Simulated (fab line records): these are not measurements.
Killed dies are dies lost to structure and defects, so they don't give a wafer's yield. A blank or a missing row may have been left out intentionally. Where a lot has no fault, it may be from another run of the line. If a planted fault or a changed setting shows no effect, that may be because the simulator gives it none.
One fault through the eyes of 2 desks | flow ritCmos | each desk has only its own numbers; what lay behind them comes last

## AT THE METROLOGY DESK
What the gauges read for every lot (on any tool): the sampled wafers with a number, averaged. Any lot whose mean is over 4 standard deviations away from the usual mean is out of limits and marked OUT; that distance is given in the brackets.
Columns: A = GATE_OXIDE_THK at RIT_GATE_THK_MEAS_07, usual 2.78 nm; B = GATE_POLY_THK at RIT_GATE_THK_MEAS_09, usual 249.7 nm; C = cdNm at RIT_GATE_CD_MEAS_16, usual 150.3 nm; D = GATE_OVL at RIT_GATE_OVL_MEAS_17, usual 0.5 nm
lot  | first seen here | A    | B     | C     | D
L874 | day 2 11:13     | 2.72 | 250.2 | 148.3 | 1.7
L876 | day 2 21:23     | 2.78 | 248.4 | 154.1 | -0.1
L888 | day 5 07:52     | 2.75 | 248.7 | 154.0 | 1.7
L890 | day 5 17:51     | 2.84 | 250.7 | 149.1 | 2.8
L891 | day 5 22:47     | 2.78 | 253.2 | 150.7 | -1.7
L897 | day 7 07:17     | 2.82 | 249.0 | 146.3 | -0.7
This desk's finding: nothing out of limits on any of the 6 lots.

## FOR THE TOOL OWNER'S DESK: rieSi-01
The tool's own readings at RIT_GATE_ETCH_19 (etches poly-Si in SF6/CHF3/O2, stops on SiO2, time 165 s, target depth 312.5 nm): means of the sampled wafers that have a number, for each lot that ran on this tool. Any lot whose mean is over 4 standard deviations away from the usual mean is out of limits and marked OUT; that distance is given in the brackets.
Columns: A = drypumpMotorCurrentA at RIT_GATE_ETCH_19, usual 5.7 A; B = heBacksideLeakSccm at RIT_GATE_ETCH_19, usual 2.7 sccm; C = oesProductAu at RIT_GATE_ETCH_19, usual 0.841 a.u.; D = runLengthS at RIT_GATE_ETCH_19, usual 193.3 s; E = throttleValvePct at RIT_GATE_ETCH_19, usual 10.27 %
lot  | first seen here | A   | B   | C                | D               | E
L874 | day 2 14:23     | 5.8 | 2.6 | 0.847            | 193.4           | 10.41
L876 | day 3 00:23     | 5.8 | 2.6 | 0.846            | 193.1           | 10.27
L888 | day 5 11:35     | 6.1 | 2.6 | 0.779 (-6.2) OUT | 211.2 (+47) OUT | 10.45
L890 | day 5 20:52     | 6.0 | 2.6 | 0.785 (-5.6) OUT | 211.1 (+47) OUT | 10.40
This desk finds L888, L890 out of limits, L888 being first, at day 5 11:35 (oesProductAu at RIT_GATE_ETCH_19). L874, L876 stayed within limits.

## TAKEN TOGETHER
On L888, L890, at day 5 11:35, an alarm was possible from the tool owner's desk.
Metrology desk: nothing out of limits seen.
The metrology desk holds a record of L888, L890, inside its limits.
All the named lots went through RIT_GATE_ETCH_19 on rieSi-01.

## WHAT THE SIMULATOR HAD INSERTED
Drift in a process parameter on rieSi-01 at RIT_GATE_ETCH_19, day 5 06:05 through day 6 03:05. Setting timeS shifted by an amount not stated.
Struck lots among those shown: L888, L890.
How many hours passed from the start of the fault until each desk's first out-of-limits reading: the tool owner's desk, 6.
